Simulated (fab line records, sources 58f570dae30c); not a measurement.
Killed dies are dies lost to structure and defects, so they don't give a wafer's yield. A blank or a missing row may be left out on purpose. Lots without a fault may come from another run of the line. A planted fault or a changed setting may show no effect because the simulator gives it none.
Which tool did it? | flow berkeley_cmos170 | 14 lots, 42 wafers sampled, at 4 steps of a route of 331

WHAT THE GAUGES READ, wafer by wafer
UCB170_V1_CD_MEAS_12: target cd 700 nm.
lot  | measured     | on        | cd_nm (nm)
L434 | day 8 21:44  | cd_sem-01 | 700.4 698.2 700.3
L433 | day 8 23:07  | cd_sem-01 | 699.4 699.5 699.3
L437 | day 9 03:01  | cd_sem-01 | 698.2 697.7 697.6
L435 | day 9 05:41  | cd_sem-01 | 699.9 697.9 699.3
L438 | day 9 14:56  | cd_sem-01 | 701.6 702.0 702.6
L447 | day 10 19:51 | cd_sem-02 | 700.2 700.8 699.3
L446 | day 11 04:40 | cd_sem-01 | 700.2 699.8 699.0
L452 | day 12 00:47 | cd_sem-01 | 700.4 700.3 702.5
L453 | day 11 18:08 | cd_sem-01 | 702.0 702.3 701.2
L450 | day 12 04:14 | cd_sem-02 | 701.5 700.8 700.6
L454 | day 12 13:07 | cd_sem-01 | 701.4 701.0 700.5
L456 | day 12 19:46 | cd_sem-02 | 698.9 698.9 699.0

UCB170_V2_BOW_MEAS_03.
lot  | measured     | on            | V2_BOW (um)
L434 | day 9 03:19  | film_metro-01 | 32 26 30
L433 | day 9 04:28  | film_metro-04 | 37 30 43
L437 | day 9 06:50  | film_metro-01 | 37 41 41
L435 | day 9 10:08  | film_metro-04 | 28 35 33
L438 | day 9 22:40  | film_metro-01 | 35 32 35
L447 | day 11 01:44 | film_metro-04 | 38 38 32
L446 | day 11 10:02 | film_metro-03 | 32 41 45
L452 | day 12 04:34 | film_metro-01 | 35 35 30
L453 | day 11 21:58 | film_metro-03 | 33 40 34
L450 | day 12 09:19 | film_metro-04 | 32 44 38
L454 | day 12 16:56 | film_metro-03 | 39 40 39
L456 | day 12 23:33 | film_metro-03 | 51 31 38

UCB170_V2_OVL_MEAS_13.
lot  | measured     | on         | V2_OVL (nm)
L434 | day 9 04:45  | overlay-01 | -2 1 1
L433 | day 9 06:28  | overlay-01 | -7 3 7
L437 | day 9 08:39  | overlay-01 | -4 -4 -1
L435 | day 9 12:12  | overlay-01 | 3 0 1
L438 | day 10 01:13 | overlay-02 | -3 3 5
L447 | day 11 05:48 | overlay-01 | 0 -1 0
L446 | day 11 12:26 | overlay-01 | 3 6 10
L452 | day 12 07:22 | overlay-01 | 5 5 -4
L453 | day 11 23:35 | overlay-01 | -3 8 -10
L450 | day 12 11:31 | overlay-01 | 3 -8 7
L454 | day 12 18:23 | overlay-01 | 0 -10 -1
L456 | day 13 01:04 | overlay-02 | -2 -3 -8

WHICH TOOL RAN EACH LOT (tool, then ch and the chambers of the sampled wafers, then the start)
lot  | UCB170_GATE_ETCH_15
L434 | rie_si-02 ch 0,1, day 7 09:41
L433 | rie_si-02 ch 1,3, day 7 10:24
L437 | rie_si-02 ch 1,2, day 7 19:31
L435 | rie_si-01 ch 1,2, day 7 19:50
L438 | rie_si-02 ch 0,3, day 8 05:02
L447 | rie_si-01 ch 1,2, day 9 16:52
L442 | rie_si-02 ch 1,2,3, day 9 17:25
L446 | rie_si-01 ch 0,2,3, day 9 17:28
L444 | rie_si-02 ch 1,2, day 9 17:46
L452 | rie_si-01 ch 1,2,3, day 10 10:37
L453 | rie_si-01 ch 0,1, day 10 10:54
L450 | rie_si-01 ch 1,3, day 10 21:43
L454 | rie_si-01 ch 0,2,3, day 11 08:02
L456 | rie_si-01 ch 1,2,3, day 11 17:29
- UCB170_GATE_ETCH_15: etches poly-Si in HBr/Cl2, stops on SiO2, time 56.3 s, target depth 278.2 nm.

WHAT THE TOOLS THEMSELVES READ (means of the sampled wafers that have a number; where no wafer has one, the mark that the record gives instead)
UCB170_GATE_ETCH_15.
lot  | tool      | drypump_motor_current_A (A) | oes_product_au (a.u.) | run_length_s (s) | throttle_valve_pct (%)
L434 | rie_si-02 | 5.90                        | 0.845                 | 84.2             | 26.18
L433 | rie_si-02 | 5.84                        | 0.841                 | 84.3             | 26.17
L437 | rie_si-02 | 6.00                        | 0.853                 | 84.3             | 26.08
L435 | rie_si-01 | 5.70                        | 0.833                 | 84.3             | 26.46
L438 | rie_si-02 | 5.74                        | 0.803                 | 84.3             | 26.33
L447 | rie_si-01 | 5.70                        | 0.818                 | 84.4             | 26.45
L442 | rie_si-02 | 5.94                        | 1.018                 | 62.0             | 26.15
L446 | rie_si-01 | 5.87                        | 0.833                 | 84.7             | 26.56
L444 | rie_si-02 | 6.08                        | 1.022                 | 61.9             | 26.06
L452 | rie_si-01 | 5.81                        | 0.819                 | 84.4             | 26.42
L453 | rie_si-01 | 5.89                        | 0.824                 | 84.8             | 26.69
L450 | rie_si-01 | 5.94                        | 0.799                 | 84.3             | 26.53
L454 | rie_si-01 | 5.88                        | 0.817                 | 84.7             | 26.56
L456 | rie_si-01 | 5.80                        | 0.825                 | 84.5             | 26.43

THE ANSWER, worked out from the rows above alone
Rule: what is usual is taken from the lots themselves. Put in order of their means at a reading, lots are off if they are a third of the lots or fewer, leave a main group of 4 or more, and stand apart from it by a gap of 3 or more times the standard deviation of the main group's means; of several such gaps the widest counts. A main group whose means are all the same, to the digits that the tables above print for the reading, isn't used. A lot without any number at a reading at which 4 lots or more have one is off too. The other lots that the step has rows for count as sound. The gauges are gone through in route order, then the tools' own readings, and for those a lot's mean is taken as printed above. The first step at which some lot is off is used, and at that step the reading that is off furthest; a lot without a number counts as furthest.
Off: L442, L444, at UCB170_GATE_ETCH_15 (run_length_s). The main group: mean 84.4 s, standard deviation 0.19.
A tool fits if, at that step or a process step before it, it ran every lot that is off, and no sound lot after the first of them. One fits: rie_si-02 at UCB170_GATE_ETCH_15. Its last sound lot is L438 (day 8 05:02), its first lot that is off L442 (day 9 17:25): a fault that began between those two fits.
The tool's own readings at UCB170_GATE_ETCH_15 bear it out: on the lots that are off they differ by more than 5 times the standard deviation of the sound lots' means. oes_product_au reads 1.020 a.u. there against 0.826 a.u. on the sound lots; run_length_s reads 62.0 s there against 84.4 s on the sound lots.

WHAT THE SIMULATOR HAD PUT IN
Process parameter drift: rie_si-02, from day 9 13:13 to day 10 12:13, at UCB170_GATE_ETCH_15. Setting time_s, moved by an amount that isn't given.
Lots struck among those shown: L442, L444. The rule above found the same.
